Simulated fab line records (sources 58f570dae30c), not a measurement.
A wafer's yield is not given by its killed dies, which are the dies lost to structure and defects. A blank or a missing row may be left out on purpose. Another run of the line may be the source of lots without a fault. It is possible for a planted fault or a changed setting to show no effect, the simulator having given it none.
Comparing a struck lot with a sound one / flow berkeley_cmos170 / 44 out of 331 route steps
Sound: these wafers, L529.1, L529.3, L529.6. Struck: wafers L539.1, L539.4, L539.5. At the end, the cause is stated.
Per side, at each step with rows, come the tool, then ch with its chambers, and then its first start. Under that, the readings that differ: sound wafers / struck wafers / difference of the means / sigmas: that difference in standard deviations of wafers without a fault.
alike: readings whose means differ by less than 2 such deviations, and words and numbers that are the same on both sides. not compared: withheld readings, readings that some wafer has no value for, bounds like >300 that may hide the same value, and numbers for which the record gives no deviation and whose values overlap.
A row with sigmas, a row that says differs or no value, or rows on one side alone: a step with any of these is where the two part. Non-overlapping numbers with no deviation appear without sigmas and do not part them. A reading missing from all wafers of one side parts the sides only when that side holds two or more wafers.

UCB170_GATE_STRIP_16: strips in O2.
  sound on plasma_asher-02 ch 0,1, day 8 02:13; struck on plasma_asher-04 ch 0, day 10 11:37
  alike: chamber_pressure_mTorr, drypump_motor_current_A, oes_product_au
  not compared: rf_hours_counter_h
UCB170_GATE_CD_MEAS_90 targets a cd of 350 nm.
  sound on cd_sem-01 at day 8 02:20; struck on cd_sem-01 at day 10 11:43
  alike: cd_nm
then, 7 steps without rows for these wafers: UCB170_GATE_CLEAN_17 (cleans in SPM, time 600 s); UCB170_PLDD_HMDS_00 (prime time 60 s); UCB170_PLDD_COAT_01 (resist thk 900 nm); UCB170_PLDD_SOFTBAKE_02 (time 60 s); UCB170_PLDD_EXPOSE_03 (exposes mask PSELECT, target cd 1200 nm); UCB170_PLDD_PEB_04; UCB170_PLDD_DEVELOP_05 (develop time 45 s).
UCB170_PLDD_CD_MEAS_06 targets a cd of 1200 nm.
  sound on cd_sem-01 at day 8 03:51; struck on cd_sem-01 at day 10 13:22
  alike: cd_nm
UCB170_PLDD_OVL_MEAS_07:
  sound on overlay-01 at day 8 03:58; struck on overlay-01 at day 10 13:29
  alike: PLDD_OVL
after that, 1 step had no rows for these wafers: UCB170_PLDD_IMPLANT_08.
UCB170_PLDD_IMPLANT_09:
  sound on implanter-04 ch 0, day 8 04:10; struck on implanter-04 ch 0, day 10 13:40
reading=dose_ions_cm2; sound=5.001e+13 5.004e+13 4.995e+13; struck=2.751e+13 2.75e+13 2.757e+13; difference=-2.247e+13; sigmas=-99 or more
reading=faraday_current_uA; sound=158 156 162; struck=85 87 89; difference=-72; sigmas=-23
  alike: beam_energy_keV, beam_on_s
UCB170_PLDD_STRIP_10: strips in O2.
  sound on plasma_asher-03 ch 0,1, day 8 04:19; struck on plasma_asher-01 ch 0,1, day 10 13:49
  alike: chamber_pressure_mTorr, drypump_motor_current_A, oes_product_au, strip_time_to_endpoint_s
  not compared: rf_hours_counter_h
UCB170_PLDD_TW_MEAS_11:
  sound on film_metro-02 at day 8 04:25; struck on film_metro-03 at day 10 13:55
reading=PLDD_TW; sound=1011 1011 1010; struck=939 938 943; difference=-71; sigmas=-9
then, 7 steps without rows for these wafers: UCB170_PLDD_CLEAN_12 (cleans in SPM, time 600 s); UCB170_NLDD_HMDS_00 (prime time 60 s); UCB170_NLDD_COAT_01 (resist thk 900 nm); UCB170_NLDD_SOFTBAKE_02 (time 60 s); UCB170_NLDD_EXPOSE_03 (exposes mask NSELECT, target cd 1200 nm); UCB170_NLDD_PEB_04; UCB170_NLDD_DEVELOP_05 (develop time 45 s).
UCB170_NLDD_CD_MEAS_06 targets a cd of 1200 nm.
  sound on cd_sem-02 at day 8 06:15; struck on cd_sem-01 at day 10 15:44
  alike: cd_nm
UCB170_NLDD_OVL_MEAS_07:
  sound on overlay-02 at day 8 06:22; struck on overlay-01 at day 10 15:51
  alike: NLDD_OVL
then, 2 steps without rows for these wafers: UCB170_NLDD_IMPLANT_08; UCB170_NLDD_IMPLANT_09.
UCB170_NLDD_STRIP_10: strips in O2.
  sound on plasma_asher-01 ch 1, day 8 06:42; struck on plasma_asher-02 ch 0, day 10 16:11
reading=drypump_motor_current_A (A); sound=5.2 5.2 5.2; struck=6.7 6.7 6.7; difference=+1.5; sigmas=+3
reading=strip_time_to_endpoint_s (s); sound=21.48 21.55 21.49; struck=21.64 21.64 21.65; difference=+0.14; sigmas=+2
  alike: chamber_pressure_mTorr, oes_product_au
  not compared: rf_hours_counter_h
UCB170_NLDD_TW_MEAS_11:
  sound on film_metro-02 at day 8 06:48; struck on film_metro-03 at day 10 16:17
  alike: NLDD_TW
then, 1 step without rows for these wafers: UCB170_NLDD_CLEAN_12 (cleans in SPM, time 600 s).
UCB170_SPACER_CVD_00: deposits SiO2 from TEOS/O2, target thk 376 nm, time 47 s.
  sound on pecvd-01 ch 0,1, day 8 07:06; struck on pecvd-02 ch 0,1,2, day 10 16:43
reading=heater_power_w (W); sound=310 385 391; struck=274 228 213; difference=-124; sigmas=-2
UCB170_SPACER_THK_MEAS_01:
  sound on film_metro-01 at day 8 07:08; struck on film_metro-01 at day 10 16:45
  alike: SPACER_TEOS_THK
then, 1 step without rows for these wafers: UCB170_SPACER_ANNEAL_02 (time 1800 s).
UCB170_SPACER_ETCHBACK_03: etches SiO2 in CHF3/CF4/Ar, stops on Si, target depth 376 nm, time 100 s.
  sound on rie_diel-03 ch 0,3, day 8 14:30; struck on rie_diel-04 ch 0,1,2, day 10 22:54
reading=throttle_valve_pct (%); sound=6.51 6.62 6.60; struck=6.29 6.31 6.28; difference=-0.28; sigmas=-3
  alike: cf4_flow_sccm, chamber_pressure_mTorr, drypump_motor_current_A, oes_product_au
  not compared: rf_hours_counter_h
then, 6 steps without rows for these wafers: UCB170_PSD_HMDS_00 (prime time 60 s); UCB170_PSD_COAT_01 (resist thk 900 nm); UCB170_PSD_SOFTBAKE_02 (time 60 s); UCB170_PSD_EXPOSE_03 (exposes mask PSELECT MOD, target cd 1200 nm); UCB170_PSD_PEB_04; UCB170_PSD_DEVELOP_05 (develop time 45 s).
UCB170_PSD_CD_MEAS_06 targets a cd of 1200 nm.
  sound on cd_sem-02 at day 8 16:11; struck on cd_sem-02 at day 11 00:18
  alike: cd_nm
UCB170_PSD_OVL_MEAS_07:
  sound on overlay-02 at day 8 16:19; struck on overlay-01 at day 11 00:25
  alike: PSD_OVL
after that, 1 step had no rows for these wafers: UCB170_PSD_IMPLANT_08.
UCB170_SDANNEAL_RS_MEAS_04: the measuring method here is four-point-probe.
  sound on film_metro-02 at day 8 20:27; struck on film_metro-02 at day 11 04:25
reading=PLDD_RS (ohm/sq); sound=1029.6 1030.2 1028.0; struck=1259.4 1259.2 1256.3; difference=+229.0; sigmas=+79
UCB170_M3_PROBE_99:
  sound on prober-02 at day 9 16:17; struck on prober-02 at day 12 05:41
reading=model.etest.pldd.line_ohm_um; sound=1729 1711 1751; struck=2163 2192 2239; difference=+468; sigmas=
reading=model.etest.pmos_0p6.r_on_ohm_um; sound=8422 8428 8538; struck=8594 8670 8870; difference=+249; sigmas=
reading=model.etest.pmos_0p35.r_on_ohm_um; sound=4630 4619 4716; struck=4905 4862 5063; difference=+288; sigmas=
reading=model.etest.pldd.rs_ohm_sq; sound=1109 1086 1100; struck=1381 1358 1398; difference=+281; sigmas=
reading=model.etest.pmos_turned.drive_ua_um; sound=306.2 300 298.1; struck=285.6 286.6 275.1; difference=-19.0; sigmas=
reading=model.etest.pmos_0p35.drive_ua_um; sound=291.3 288.3 285.3; struck=272.1 273.1 266.1; difference=-17.9; sigmas=
reading=model.etest.pmos_0p6.drive_ua_um; sound=163.9 161 159.9; struck=159.1 158 153.5; difference=-4.7; sigmas=
reading=model.etest.pmos_0p35.swing_mv_dec; sound=76.03 76.18 75.78; struck=76.2 76.31 76.56; difference=+0.4; sigmas=

== WHERE THEY PART ==
Last at UCB170_SDANNEAL_RS_MEAS_04 as far as this record goes, first at UCB170_PLDD_IMPLANT_09.

WHY: whatever the simulator had introduced
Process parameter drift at UCB170_PLDD_IMPLANT_09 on implanter-04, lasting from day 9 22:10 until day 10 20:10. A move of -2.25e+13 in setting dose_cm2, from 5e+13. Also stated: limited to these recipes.
